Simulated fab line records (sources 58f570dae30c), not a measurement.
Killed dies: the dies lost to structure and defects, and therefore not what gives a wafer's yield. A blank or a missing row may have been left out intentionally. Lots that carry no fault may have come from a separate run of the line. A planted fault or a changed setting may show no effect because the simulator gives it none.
fab line records	flow berkeleyCmos170
record lots=15	wafers=45	lastDay=11
route steps=331 shown NWELL@19 ACTIVE@64 SCREENOX@102 GATE@142
lots untouched by any fault: they come from a run of this same line in which no faults occurred
startH: hours from the record's first day to the start of the lot's first wafer shown	waitH: hours from the lot's prior step to this one	" repeats the value in the row above	L1.1+2: a row that stands for several wafers	- value missing, or start not given	* or withheld: withheld	< > ~ a bound
route shown NAME@n: names a module that has steps shown in the file, with the first one's number in the route	usual: average and standard deviation across the fault-free wafers	same: alike in all rows	chamber/n: place in a boat	sites: per-site readings	_std_site: standard deviation of those values	_edge_site: inner sites' mean taken away from outer sites' mean	radiusMm: for every site, how far away it sits from the centre of the wafer	mask NAME#n: copy n	behind: the tool/chamber that last shaped the wafer	hold: why the lot was held/for how many hours/how that ended	device: whichever transistor did not switch (one of n, p or np)	end of line: tests of these same wafers at the route's end	a step given without rows: its recipe and nothing more	killed: dies that structure and defects cost at the first sort, which is not the same as the wafer's yield	map: a wafer's dies, x killed, . not, _ none there
set.NAME: the setting that was run; set.NAME@STEP: the one run at that earlier step	model.NAME: the simulator's own value behind a step, which no gauge read
steps of the route over a sample of lots; a table a step, a row a wafer
services: a tool's chamber out of use, with start hour (startH, from the record's first day; less than 0 if before it), hours out, and reason
## steps
# step UCB170_NWELL_THK_MEAS_05
# recipe reads=Si3N4_of_NWELL_CVD_04
# usual NWELL_NITRIDE_THK=224.1/2.6
lot.wafer	tool	chamber	startH	waitH	NWELL_NITRIDE_THK[nm]
L765.3	filmMetro-01	-	28.70	0.0	222.3
L765.4	"	-	"	"	223.0
L765.5	"	-	"	"	222.0
L766.2	filmMetro-02	-	33.82	0.0	225.5
L766.4	"	-	"	"	224.8
L766.6	"	-	"	"	224.3
L768.3	filmMetro-03	-	41.42	0.0	226.0
L768.5	"	-	"	"	224.8
L768.6	"	-	"	"	224.6
L769.1	filmMetro-02	-	50.25	0.0	224.1
L769.5	"	-	"	"	222.4
L769.6	"	-	"	"	222.8
L770.1	filmMetro-03	-	50.25	0.0	219.5
L770.3	"	-	"	"	221.3
L770.6	"	-	"	"	221.5
L771.3	filmMetro-03	-	62.12	0.0	223.7
L771.4	"	-	"	"	223.9
L771.6	"	-	"	"	223.3
L772.1	filmMetro-02	-	62.15	0.1	229.7
L772.3	"	-	"	"	229.7
L772.4	"	-	"	"	229.7
L773.1	filmMetro-03	-	68.95	0.0	223.7
L773.4	"	-	"	"	219.9
L773.5	"	-	"	"	223.1
L775.2	filmMetro-03	-	83.28	0.0	222.3
L775.3	"	-	"	"	221.8
L775.5	"	-	"	"	223.2
L777.1	filmMetro-03	-	96.79	0.0	228.2
L777.3	"	-	"	"	227.0
L777.6	"	-	"	"	229.8
L778.3	filmMetro-02	-	98.89	0.0	221.4
L778.4	"	-	"	"	222.8
L778.6	"	-	"	"	223.0
L784.1	filmMetro-02	-	125.99	0.0	222.4
L784.2	"	-	"	"	222.3
L784.6	"	-	"	"	223.8
L785.1	filmMetro-03	-	134.57	0.0	225.4
L785.2	"	-	"	"	226.3
L785.5	"	-	"	"	226.3
L786.3	filmMetro-03	-	137.36	0.0	224.4
L786.4	"	-	"	"	223.7
L786.6	"	-	"	"	224.6
L787.2	filmMetro-01	-	138.45	0.0	223.1
L787.4	"	-	"	"	222.2
L787.5	"	-	"	"	223.7
# step UCB170_ACTIVE_ANNEAL_04
# recipe tempC=1000	timeS=900	ambient=N2
# usual spikeTcCentreC=1002.6/1.2	spikeTcLoadC=1026.3/1.1
lot.wafer	tool	chamber	startH	waitH	spikeTcCentreC	spikeTcLoadC
L765.3	furnace-02	0	67.21	3.8	1001.6	1026.0
L765.4	"	0	"	"	1003.9	1026.8
L765.5	"	0	"	"	1001.8	1026.5
L766.2	furnace-03	0	75.15	4.2	1003.4	1028.0
L766.4	"	0	"	"	1002.3	1026.2
L766.6	"	0	"	"	1002.3	1024.9
L768.3	furnace-04	0	88.92	3.1	1002.8	1026.0
L768.5	"	0	"	"	1004.8	1025.7
L768.6	"	0	"	"	1005.4	1024.2
L769.1	furnace-02	0	95.08	2.0	1001.2	1028.4
L769.5	"	0	"	"	1002.1	1026.7
L769.6	"	0	"	"	1000.8	1028.2
L770.1	furnace-02	0	95.08	2.0	1002.7	1026.5
L770.3	"	0	"	"	1002.2	1026.6
L770.6	"	0	"	"	1003.3	1025.5
L771.3	furnace-04	0	109.78	4.2	1003.4	1025.9
L771.4	"	0	"	"	1004.4	1025.0
L771.6	"	0	"	"	1004.6	1026.4
L772.1	furnace-04	0	109.78	4.2	1002.7	1025.5
L772.3	"	0	"	"	1002.7	1025.3
L772.4	"	0	"	"	1005.0	1027.3
L773.1	furnace-04	0	118.30	3.7	1004.1	1026.0
L773.4	"	0	"	"	1005.2	1024.7
L773.5	"	0	"	"	1003.8	1026.6
L775.2	furnace-02	0	132.01	2.4	1001.6	1026.8
L775.3	"	0	"	"	1001.2	1027.6
L775.5	"	0	"	"	1002.9	1026.1
L777.1	furnace-03	0	136.51	0.4	1000.0	1026.3
L777.3	"	0	"	"	1001.6	1026.4
L777.6	"	0	"	"	1002.5	1027.1
L778.3	furnace-03	0	136.51	0.4	1003.8	1027.0
L778.4	"	0	"	"	1000.3	1024.9
L778.6	"	0	"	"	1002.2	1027.3
L784.1	furnace-02	0	161.15	1.2	1002.5	1026.8
L784.2	"	0	"	"	1001.9	1025.9
L784.6	"	0	"	"	1002.7	1026.9
L785.1	furnace-03	-	177.71	0.7	-	-
L785.2	"	-	"	"	-	-
L785.5	"	-	"	"	-	-
L786.3	furnace-03	-	181.98	1.6	-	-
L786.4	"	-	"	"	-	-
L786.6	"	-	"	"	-	-
L787.2	furnace-03	-	181.98	1.6	-	-
L787.4	"	-	"	"	-	-
L787.5	"	-	"	"	-	-
# step UCB170_SCREENOX_THK_MEAS_02
# recipe reads=SiO2_of_SCREENOX_OXIDATION_01
# usual SCREENOX_OXIDE_THK=14.38/0.23
lot.wafer	tool	chamber	startH	waitH	SCREENOX_OXIDE_THK[nm]
L765.3	filmMetro-02	-	104.30	0.0	14.50
L765.4	"	-	"	"	14.55
L765.5	"	-	"	"	14.39
L766.2	filmMetro-04	-	111.14	0.0	14.41
L766.4	"	-	"	"	14.46
L766.6	"	-	"	"	14.61
L769.1	filmMetro-02	-	127.06	0.0	14.33
L769.5	"	-	"	"	14.19
L769.6	"	-	"	"	14.07
L770.1	filmMetro-01	-	127.06	0.0	14.45
L770.3	"	-	"	"	13.98
L770.6	"	-	"	"	14.61
L768.3	filmMetro-04	-	127.08	0.0	14.38
L768.5	"	-	"	"	14.62
L768.6	"	-	"	"	14.40
L772.1	filmMetro-02	-	135.63	0.0	13.98
L772.3	"	-	"	"	14.06
L772.4	"	-	"	"	14.20
L771.3	filmMetro-01	-	135.65	0.0	14.72
L771.4	"	-	"	"	14.65
L771.6	"	-	"	"	14.62
L773.1	filmMetro-01	-	143.97	0.0	14.69
L773.4	"	-	"	"	14.31
L773.5	"	-	"	"	14.45
L775.2	filmMetro-01	-	159.41	0.0	14.03
L775.3	"	-	"	"	13.91
L775.5	"	-	"	"	14.07
L777.1	filmMetro-02	-	163.65	0.0	14.21
L777.3	"	-	"	"	14.23
L777.6	"	-	"	"	14.45
L778.3	filmMetro-04	-	163.67	0.0	14.49
L778.4	"	-	"	"	14.55
L778.6	"	-	"	"	14.74
L784.1	filmMetro-01	-	188.81	0.0	14.27
L784.2	"	-	"	"	14.39
L784.6	"	-	"	"	13.98
# step UCB170_GATE_STRIP_16
# recipe chemistry=O2	powerW=400	pressureMtorr=3500	platenTempC=withheld	o2FlowSccm=400	overashFraction=0.5
# usual drypumpMotorCurrentA=5.53/0.29	oesProductAu=0.724/0.0044
lot.wafer	tool	chamber	startH	waitH	drypumpMotorCurrentA	oesProductAu	rfHoursCounterH
L765.3	plasmaAsher-03	1	129.42	0.1	5.56	0.725	-
L765.4	"	0	"	"	5.62	0.723	-
L765.5	"	1	"	"	5.54	0.723	-
L766.2	plasmaAsher-04	0	130.79	0.0	5.90	0.721	43
L766.4	"	1	"	"	4.98	0.721	-
L766.6	"	1	"	"	4.98	0.720	-
L769.1	plasmaAsher-04	1	144.97	0.0	4.97	0.729	45
L769.5	"	0	"	"	5.96	0.722	-
L769.6	"	1	"	"	4.98	0.723	-
L770.1	plasmaAsher-02	1	145.21	0.0	5.33	0.724	44
L770.3	"	1	"	"	5.33	0.722	-
L770.6	"	1	"	"	5.35	0.721	-
L768.3	plasmaAsher-03	1	145.37	0.1	5.53	0.722	-
L768.5	"	0	"	"	5.62	0.726	-
L768.6	"	1	"	"	5.55	0.723	-
L772.1	plasmaAsher-02	1	154.51	0.0	5.30	0.715	45
L772.3	"	0	"	"	5.80	0.725	-
L772.4	"	1	"	"	5.32	0.727	-
L771.3	plasmaAsher-04	0	154.66	0.1	5.95	0.720	-
L771.4	"	1	"	"	4.98	0.725	-
L771.6	"	0	"	"	5.91	0.722	-
L773.1	plasmaAsher-02	1	161.64	0.0	5.33	0.724	46
L773.4	"	1	"	"	5.35	0.723	-
L773.5	"	1	"	"	5.34	0.730	-
L775.2	plasmaAsher-03	1	175.92	0.0	5.56	0.726	39
L775.3	"	1	"	"	5.58	0.729	-
L775.5	"	0	"	"	5.60	0.726	-
L778.3	plasmaAsher-04	0	183.00	0.1	5.93	0.722	-
L778.4	"	1	"	"	4.98	0.725	-
L778.6	"	1	"	"	4.98	0.722	-
L777.1	plasmaAsher-03	0	183.09	0.0	5.57	0.727	40
L777.3	"	1	"	"	5.52	0.727	-
L777.6	"	0	"	"	5.56	0.724	-
L784.1	plasmaAsher-03	0	212.50	0.0	5.57	0.720	43
L784.2	"	1	"	"	5.56	0.722	43
L784.6	"	0	"	"	5.60	0.725	-
## services
tool	chamber	startH	hours	kind
furnace-04	-	75.10	3.7	pm
plasmaAsher-02	-	90.14	0.8	repair
plasmaAsher-02	-	103.51	0.3	repair
furnace-03	-	105.58	3.6	pm
furnace-02	-	111.99	2.4	pm
furnace-04	-	160.19	4.8	pm
plasmaAsher-04	-	176.20	0.8	repair
plasmaAsher-02	-	197.61	2.8	pm
## key
firstSign step=UCB170_ACTIVE_ANNEAL_04	reading=toolRecord	direction=missing
effect none on later readings
metAt UCB170_ACTIVE_ANNEAL_04
struckLots L785,L786,L787
laterRowsLeftOut L785.1,L785.2,L785.5,L786.3,L786.4,L786.6,L787.2,L787.4,L787.5
sortLeftOut L785.1,L785.2,L785.5,L786.3,L786.4,L786.6,L787.2,L787.4,L787.5
testerLeftOut L785,L786,L787
notActingAt UCB170_NWELL_THK_MEAS_05,UCB170_SCREENOX_THK_MEAS_02,UCB170_GATE_STRIP_16
onsetBetween 136.51 177.71
fault kind=skippedStepWhole	tool=furnace-03	chamber=-	onsetH=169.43	steps=UCB170_ACTIVE_ANNEAL_04	scope=struckLotsOnly
# testerLeftOut: of these lots the tester's yield and bins aren't shown, on N5 and GAA mostly nor the transistor test; their killed dies are dies lost to structure and defects alone, not to doping, threshold or leakage, so they don't give the yield
# sortLeftOut: the simulated sort isn't trusted on such a fault, so these wafers' sort isn't shown, and their yield isn't known
# laterRowsLeftOut: the simulator's readings of these wafers behind a module that went badly wrong aren't trusted and aren't shown, but for the sort
